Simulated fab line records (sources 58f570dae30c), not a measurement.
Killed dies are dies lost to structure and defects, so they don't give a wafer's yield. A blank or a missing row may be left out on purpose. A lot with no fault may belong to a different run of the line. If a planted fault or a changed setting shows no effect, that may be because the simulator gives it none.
8D (eight disciplines) problem report, filled in by code ; flow berkeleyCmos170 ; the parts of the form that need people (team, actions taken, sign-off) are left out

1. WHAT WENT WRONG
Mean of doseIonsCm2 at UCB170_PVT_IMPLANT_07: 2.1131e+12 across 9 wafers in 3 lots; on wafers with no fault it is 1.9997e+12 (standard deviation 2.1e+09). Measured from the usual mean, that is +54 standard deviations.
First seen on wafer L189.1, day 9 12:51, on implanter-03. The record has a number at this step for 45 wafers belonging to 15 lots. The rule behind "out" and "out of limits": a value lying over 4 standard deviations away from the usual mean. Any other wafer with a number is counted as sound.

2. WHAT IT IS AND WHAT IT IS NOT
question;is;is not
which readings at this step;doseIonsCm2;endStationPressureTorr
which lots;L189, L191, L193;L171, L173, L175, L178, L179, L180, L181, L183, L184, L190, L192, L194
which wafers of those lots;all that have a number;-
read on which tools;implanter-03;implanter-02, implanter-04
when;from day 9 12:51;"up to then (30 sound wafers); but 6 sound wafers of L192, L194 came after"

3. THE SUSPECTS, EACH WITH WHAT RULES IT OUT
Counting: any tool at a process step up to the reading is kept as a suspect provided that every lot that is out went through it and no sound lot did after the first of them.
- implanter-03 at UCB170_PVT_IMPLANT_07: kept. All lots that are out passed through it, beginning with L189 at day 9 12:51, and no sound lot followed; its final sound lot before that point was L184 at day 8 14:05. Its own readings are out on those wafers: doseIonsCm2.
After counting, what remains is implanter-03 at UCB170_PVT_IMPLANT_07.

4. THE CAUSE (what the simulator had put in)
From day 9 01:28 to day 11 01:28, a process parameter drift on implanter-03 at UCB170_PVT_IMPLANT_07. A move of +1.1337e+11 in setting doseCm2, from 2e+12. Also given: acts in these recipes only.
The count eliminated every tool but this one.

5. THE EFFECT CHAIN, in route order
Each row: a reading whose mean over the struck wafers that have a number lies more than 3 standard deviations from the usual. Only readings whose record carries a usual standard deviation are examined. hours: median over the lots of the time between each lot's start at the first step of this table that gives one and its start at this step. sigmas: the change, counted in usual standard deviations.
hours;step;reading;usual;on struck wafers;change;sigmas
0;UCB170_PVT_IMPLANT_07;doseIonsCm2;1.9997e+12;2.1131e+12;+1.1340e+11;+54
0;UCB170_PVT_IMPLANT_07;faradayCurrentUA;6.34;6.70;+0.36;+3.2
Its process steps:
- UCB170_PVT_IMPLANT_07
At these later measuring or inspecting steps, every struck wafer for which the step has a row has a number for every such reading, and none has moved that far: UCB170_PVT_TW_MEAS_09.

6. WHAT WOULD HAVE CAUGHT IT SOONER
The fault began at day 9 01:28; the first out-of-limits reading in this record came at day 9 12:51, 11 hours later.
